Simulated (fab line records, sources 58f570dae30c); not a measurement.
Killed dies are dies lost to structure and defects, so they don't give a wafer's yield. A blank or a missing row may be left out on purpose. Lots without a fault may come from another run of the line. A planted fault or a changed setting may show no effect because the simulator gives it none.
Which tool did it? | flow berkeley_cmos170 | 14 lots, 42 wafers sampled, at 2 steps of a route of 331

WHAT THE GAUGES READ, wafer by wafer
The record holds no reading of a measuring or inspecting step that can be judged against a usual standard deviation.

WHICH TOOL RAN EACH LOT (tool, then ch and the chambers of the sampled wafers, then the start)
lot  | UCB170_NSD_STRIP_09                  | UCB170_BACKSIDE_STRIP_03
L363 | plasma_asher-03 ch 0,1, day 6 16:05  | plasma_asher-04 ch 0,1, day 6 17:13
L362 | plasma_asher-04 ch 0,1, day 6 16:37  | plasma_asher-04 ch 0,1, day 6 17:38
L364 | plasma_asher-02 ch 0,1, day 6 18:59  | plasma_asher-04 ch 0,1, day 6 19:47
L365 | plasma_asher-02 ch 0,1, day 6 19:32  | plasma_asher-04 ch 1, day 6 20:33
L366 | plasma_asher-04 ch 0,1, day 7 06:29  | plasma_asher-01 ch 0,1, day 7 07:18
L368 | plasma_asher-03 ch 0,1, day 7 06:43  | plasma_asher-03 ch 0,1, day 7 07:43
L372 | plasma_asher-02 ch 0,1, day 8 13:57  | plasma_asher-01 ch 0,1, day 8 14:51
L378 | plasma_asher-03 ch 0,1, day 9 17:53  | plasma_asher-03 ch 1, day 9 18:55
L377 | plasma_asher-02 ch 0,1, day 9 18:34  | plasma_asher-01 ch 0,1, day 9 19:33
L380 | plasma_asher-03 ch 0,1, day 10 07:16 | plasma_asher-03 ch 0,1, day 10 08:03
L381 | plasma_asher-04 ch 0,1, day 10 17:32 | plasma_asher-01 ch 0,1, day 10 18:19
L382 | plasma_asher-03 ch 0,1, day 10 17:53 | plasma_asher-04 ch 0,1, day 10 18:46
L383 | plasma_asher-04 ch 0,1, day 10 21:31 | plasma_asher-03 ch 0,1, day 10 22:19
L385 | plasma_asher-04 ch 0,1, day 11 13:59 | plasma_asher-04 ch 0,1, day 11 15:02
- UCB170_NSD_STRIP_09: strips in O2.
- UCB170_BACKSIDE_STRIP_03: strips in O2.

WHAT THE TOOLS THEMSELVES READ (means of the sampled wafers that have a number; where no wafer has one, the mark that the record gives instead)
UCB170_NSD_STRIP_09.
lot  | tool            | chamber_pressure_mTorr (mTorr) | drypump_motor_current_A (A) | oes_product_au (a.u.) | strip_time_to_endpoint_s (s)
L363 | plasma_asher-03 | 3499.9                         | 5.6                         | 0.536                 | 35.82
L362 | plasma_asher-04 | 3501.4                         | 5.9                         | 0.529                 | 35.93
L364 | plasma_asher-02 | 3499.4                         | 5.4                         | 0.534                 | 35.76
L365 | plasma_asher-02 | 3498.8                         | 5.4                         | 0.538                 | 35.83
L366 | plasma_asher-04 | -                              | -                           | -                     | -
L368 | plasma_asher-03 | -                              | -                           | -                     | -
L372 | plasma_asher-02 | 3497.4                         | 5.4                         | 0.533                 | 35.76
L378 | plasma_asher-03 | 3502.6                         | 5.6                         | 0.531                 | 35.72
L377 | plasma_asher-02 | 3501.7                         | 5.4                         | 0.534                 | 35.88
L380 | plasma_asher-03 | 3498.9                         | 5.6                         | 0.530                 | 35.83
L381 | plasma_asher-04 | 3499.0                         | 5.6                         | 0.531                 | 35.81
L382 | plasma_asher-03 | 3503.5                         | 5.5                         | 0.531                 | 35.85
L383 | plasma_asher-04 | 3500.5                         | 5.9                         | 0.531                 | 35.83
L385 | plasma_asher-04 | 3500.1                         | 5.9                         | 0.537                 | 35.85

UCB170_BACKSIDE_STRIP_03.
lot  | tool            | chamber_pressure_mTorr (mTorr) | drypump_motor_current_A (A) | oes_product_au (a.u.) | strip_time_to_endpoint_s (s)
L363 | plasma_asher-04 | 3501                           | 5.6                         | 0.734                 | 21.97
L362 | plasma_asher-04 | 3498                           | 5.6                         | 0.738                 | 22.09
L364 | plasma_asher-04 | 3498                           | 5.9                         | 0.735                 | 22.08
L365 | plasma_asher-04 | 3499                           | 6.2                         | 0.731                 | 22.02
L366 | plasma_asher-01 | 3504                           | 5.6                         | 0.738                 | 48.21
L368 | plasma_asher-03 | 3498                           | 5.6                         | 0.736                 | 48.35
L372 | plasma_asher-01 | 3499                           | 5.6                         | 0.733                 | 21.94
L378 | plasma_asher-03 | 3500                           | 5.6                         | 0.737                 | 22.00
L377 | plasma_asher-01 | 3498                           | 5.6                         | 0.733                 | 22.04
L380 | plasma_asher-03 | 3500                           | 5.6                         | 0.737                 | 22.02
L381 | plasma_asher-01 | 3500                           | 5.6                         | 0.736                 | 21.95
L382 | plasma_asher-04 | 3501                           | 5.6                         | 0.730                 | 22.00
L383 | plasma_asher-03 | 3498                           | 5.6                         | 0.738                 | 22.00
L385 | plasma_asher-04 | 3500                           | 5.6                         | 0.735                 | 22.09

THE ANSWER, worked out from the rows above alone
Rule: what is usual is taken from the lots themselves. Put in order of their means at a reading, lots are off if they are a third of the lots or fewer, leave a main group of 4 or more, and stand apart from it by a gap of 3 or more times the standard deviation of the main group's means; of several such gaps the widest counts. A main group whose means are all the same, to the digits that the tables above print for the reading, isn't used. A lot without any number at a reading at which 4 lots or more have one is off too. The other lots that the step has rows for count as sound. The gauges are gone through in route order, then the tools' own readings, and for those a lot's mean is taken as printed above. The first step at which some lot is off is used, and at that step the reading that is off furthest; a lot without a number counts as furthest.
Off: L366, L368, at UCB170_NSD_STRIP_09 (chamber_pressure_mTorr). Without a number there: L366, L368. The main group: mean 3500.3 mTorr, standard deviation 1.7.
A tool fits if, at that step or a process step before it, it ran every lot that is off, and no sound lot after the first of them. None of those tried fits.

WHAT THE SIMULATOR HAD PUT IN
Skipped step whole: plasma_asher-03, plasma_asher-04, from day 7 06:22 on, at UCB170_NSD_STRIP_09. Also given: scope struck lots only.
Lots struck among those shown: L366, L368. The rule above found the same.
